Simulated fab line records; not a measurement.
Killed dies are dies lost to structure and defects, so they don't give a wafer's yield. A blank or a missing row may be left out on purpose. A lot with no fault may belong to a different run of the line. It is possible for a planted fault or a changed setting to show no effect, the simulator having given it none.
Which of the tools did it?	flow berkeleyCmos170	14 lots with 42 wafers sampled at 4 steps, on a route of 331 steps

== WHAT THE GAUGES SHOWED, per wafer ==
UCB170_PVT_TW_MEAS_09.
lot	measured	on	PVT_TW
L686	day 6 14:51	filmMetro-04	504 505 505
L689	day 7 00:17	filmMetro-02	504 506 504
L688	day 7 01:01	filmMetro-04	511 508 506
L687	day 7 01:14	filmMetro-04	509 508 505
L694	day 8 03:31	filmMetro-02	505 507 504
L692	day 8 03:40	filmMetro-01	514 514 513
L691	day 8 03:47	filmMetro-02	502 506 503
L693	day 8 04:04	filmMetro-04	506 506 505
L699	day 9 07:16	filmMetro-04	508 509 510
L701	day 10 04:58	filmMetro-01	516 513 519
L705	day 10 15:36	filmMetro-01	515 516 511
L704	day 10 15:43	filmMetro-02	505 507 507
L706	day 11 10:17	filmMetro-02	510 510 505
L708	day 11 16:28	filmMetro-02	511 511 511

UCB170_V2_OVL_MEAS_13.
lot	measured	on	V2_OVL (nm)
L686	day 8 14:03	overlay-02	1 -4 -8
L689	day 8 23:09	overlay-02	2 -1 7
L688	day 9 02:12	overlay-01	-2 3 -4
L687	day 9 02:23	overlay-02	7 10 2
L694	day 10 11:22	overlay-02	8 3 -5
L692	day 10 11:28	overlay-01	-10 2 -5
L691	day 10 11:39	overlay-02	5 -2 11
L693	day 10 12:13	overlay-02	0 7 -7
L699	day 11 11:17	overlay-02	3 -4 11
L701	day 12 05:42	overlay-01	-7 -4 -3
L705	day 12 22:42	overlay-01	8 6 11
L704	day 12 20:15	overlay-01	0 1 3
L706	day 13 13:35	overlay-01	0 -5 1
L708	day 13 14:12	overlay-01	7 3 7

== WHICH TOOL RAN EACH LOT (tool, then ch and the chambers of the sampled wafers, then the start) ==
lot	UCB170_CONTACT_RTA_08	UCB170_V1_ETCH_14
L686	rtpAnneal-02 ch 0, day 8 00:09	rieDiel-04 ch 0,1, day 8 08:29
L689	rtpAnneal-02 ch 0, day 8 09:39	rieDiel-04 ch 1,2,3, day 8 17:18
L688	rtpAnneal-02 ch 0, day 8 11:34	rieDiel-04 ch 1,2, day 8 19:38
L687	rtpAnneal-01 ch 0, day 8 11:45	rieDiel-01 ch 0,1,3, day 8 19:45
L694	rtpAnneal-01 ch 0, day 9 18:51	rieDiel-03 ch 0,2,3, day 10 05:04
L692	rtpAnneal-02 ch 0, day 9 18:51	rieDiel-04 ch 0,1, day 10 05:07
L691	rtpAnneal-02 ch 0, day 9 20:07	rieDiel-01 ch 0,3, day 10 05:20
L693	rtpAnneal-02 ch 0, day 9 23:37	rieDiel-03 ch 1,2,3, day 10 06:39
L699	rtpAnneal-02 ch 0, day 10 18:52	rieDiel-03 ch 1,2,3, day 11 05:52
L701	rtpAnneal-01 ch 0, day 11 16:57	rieDiel-03 ch 0,1,3, day 12 00:30
L705	rtpAnneal-01 ch 0, day 12 07:46	rieDiel-03 ch 1,3, day 12 16:50
L704	rtpAnneal-01 ch 0, day 12 06:09	rieDiel-03 ch 0,1, day 12 14:20
L706	rtpAnneal-02 ch 0, day 12 23:10	rieDiel-04 ch 1,3, day 13 06:01
L708	rtpAnneal-02 ch 0, day 13 00:58	rieDiel-03 ch 0,2, day 13 09:08
- UCB170_CONTACT_RTA_08: time 10 s.
- UCB170_V1_ETCH_14: etches SiO2 in CHF3/CF4/Ar, stops on Al, target depth 1250 nm, time 291 s.

== AS READ BY THE TOOLS THEMSELVES (means over the sampled wafers that have a number; for cases with no such wafer, the mark the record gives instead) ==
UCB170_CONTACT_RTA_08.
lot	tool	lampPowerPct (%)	wafer_temp_C_max
L686	rtpAnneal-02	24.8	903.8
L689	rtpAnneal-02	24.8	904.7
L688	rtpAnneal-02	24.8	904.1
L687	rtpAnneal-01	26.4	902.9
L694	rtpAnneal-01	26.4	903.0
L692	rtpAnneal-02	24.8	904.2
L691	rtpAnneal-02	24.9	904.9
L693	rtpAnneal-02	24.8	903.9
L699	rtpAnneal-02	24.8	904.5
L701	rtpAnneal-01	26.4	902.6
L705	rtpAnneal-01	26.4	903.0
L704	rtpAnneal-01	26.4	902.6
L706	rtpAnneal-02	24.9	903.2
L708	rtpAnneal-02	24.8	904.7

UCB170_V1_ETCH_14.
lot	tool	cf4FlowSccm (sccm)	drypumpMotorCurrentA (A)	oesProductAu (a.u.)	throttleValvePct (%)
L686	rieDiel-04	14.96	5.6	0.878	6.96
L689	rieDiel-04	15.02	5.8	0.873	6.94
L688	rieDiel-04	15.00	5.7	0.867	7.06
L687	rieDiel-01	15.00	5.5	0.878	6.91
L694	rieDiel-03	15.01	6.1	0.877	6.86
L692	rieDiel-04	15.01	5.6	0.885	6.97
L691	rieDiel-01	15.00	5.5	0.874	6.99
L693	rieDiel-03	14.97	5.7	0.878	6.99
L699	rieDiel-03	14.98	5.7	0.884	6.99
L701	rieDiel-03	14.98	5.8	0.881	6.92
L705	rieDiel-03	14.95	5.5	0.873	6.88
L704	rieDiel-03	14.95	6.1	0.895	6.94
L706	rieDiel-04	15.05	5.9	0.876	6.82
L708	rieDiel-03	14.98	6.4	0.884	6.99

== THE ANSWER, worked out from the rows above alone ==
Rule: what is usual is taken from the lots themselves. The widest of any qualifying gaps counts: lots, ordered by their means at a reading, are off when they make up no more than a third of the lots, leave a main group of 4 or more, and stand apart from it by 3 or more times the standard deviation of that group's means. A main group whose means are all the same, to the digits that the tables above print for the reading, isn't used. A lot without any number at a reading at which 4 lots or more have one is off too. Where the step has rows for the other lots, those lots are counted as sound. Order of review: gauges by route order, followed by the tools' own readings, for which a lot's mean as printed above is used. At the first step where some lot is off, the reading lying furthest off is the one used; lots without a number count as furthest.
No lot is off on any of the readings shown, so nothing can be concluded from this.

== WHAT THE SIMULATOR HAD PUT IN ==
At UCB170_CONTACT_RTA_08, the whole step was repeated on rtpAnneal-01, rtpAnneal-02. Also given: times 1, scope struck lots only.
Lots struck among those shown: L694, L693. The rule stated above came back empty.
